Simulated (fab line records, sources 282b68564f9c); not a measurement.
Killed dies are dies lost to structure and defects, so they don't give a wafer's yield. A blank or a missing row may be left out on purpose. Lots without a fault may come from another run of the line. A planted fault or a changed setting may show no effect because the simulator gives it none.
A struck lot beside a sound one | flow rit_cmos | 14 steps out of a route of 202
Sound: wafers L423.3, L423.4, L423.6. Struck: wafers L429.3, L429.4, L429.6. The cause comes at the end.
At each step with rows: each side's tool, then ch and its chambers, then its first start. Under that, the readings that differ: sound wafers | struck wafers | difference of the means | sigmas: that difference in standard deviations of wafers without a fault.
alike: readings whose means differ by less than 2 such deviations, and words and numbers that are the same on both sides. not compared: withheld readings, readings that some wafer has no value for, bounds like >300 that may hide the same value, and numbers for which the record gives no deviation and whose values overlap.
The two part at a step that has a row with sigmas, a row that says differs or no value, or rows on one side only. Numbers that don't overlap but have no deviation are shown without sigmas and don't part them. A reading that every wafer of one side lacks parts them only if that side has two wafers or more.

first, 4 steps without rows for these wafers: RIT_NRETRO_SOFTBAKE_02 (time 60 s); RIT_NRETRO_EXPOSE_03 (exposes mask M4, target cd 43900 nm); RIT_NRETRO_PEB_04; RIT_NRETRO_DEVELOP_05 (develop time 68 s).
RIT_NRETRO_OVL_MEAS_06:
  sound on overlay-02, day 3 15:58; struck on overlay-01, day 4 23:22
  alike: NRETRO_OVL
then, 2 steps without rows for these wafers: RIT_NRETRO_HARDBAKE_07 (time 120 s); RIT_NRETRO_IMPLANT_08.
RIT_NRETRO_STRIP_09: strips in O2, time 180 s.
  sound on plasma_asher-02 ch 0,1, day 3 16:35; struck on plasma_asher-01 ch 0,1, day 4 23:51
  alike: drypump_motor_current_A, rf_refl_power_W
  not compared: rf_hours_counter_h
RIT_NRETRO_TW_MEAS_10:
  sound on film_metro-01, day 3 16:43; struck on film_metro-04, day 4 23:59
  alike: NRETRO_TW
then, 2 steps without rows for these wafers: RIT_PRETRO_HMDS_00 (prime time 60 s); RIT_PRETRO_COAT_01 (resist thk 1300 nm).
RIT_PRETRO_SOFTBAKE_02: time 61.53 s.
  sound on litho_track-03 ch 0, day 3 17:07; struck on litho_track-03 ch 0, day 5 00:23
  alike: plate_sensor_t_centre_C, plate_sensor_t_edge_C, resist_line_temp_C
RIT_PRETRO_EXPOSE_03: exposes mask M5, target cd 43700 nm.
  sound on iline_stepper-02 ch 0, day 3 17:15; struck on iline_stepper-02, day 5 00:31
  no value came back on the struck wafers for exposure_dose_mJ_cm2, focus_offset_nm (nm); on the sound wafers exposure_dose_mJ_cm2 reads 249.76 249.57 249.83
  alike: mask
then, 1 step without rows for these wafers: RIT_PRETRO_PEB_04.

WHERE THEY PART
Only at RIT_PRETRO_EXPOSE_03, within this record.

WHY: what the simulator had put in
Skipped step whole: iline_stepper-02, from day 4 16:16 on, at RIT_PRETRO_EXPOSE_03. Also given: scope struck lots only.
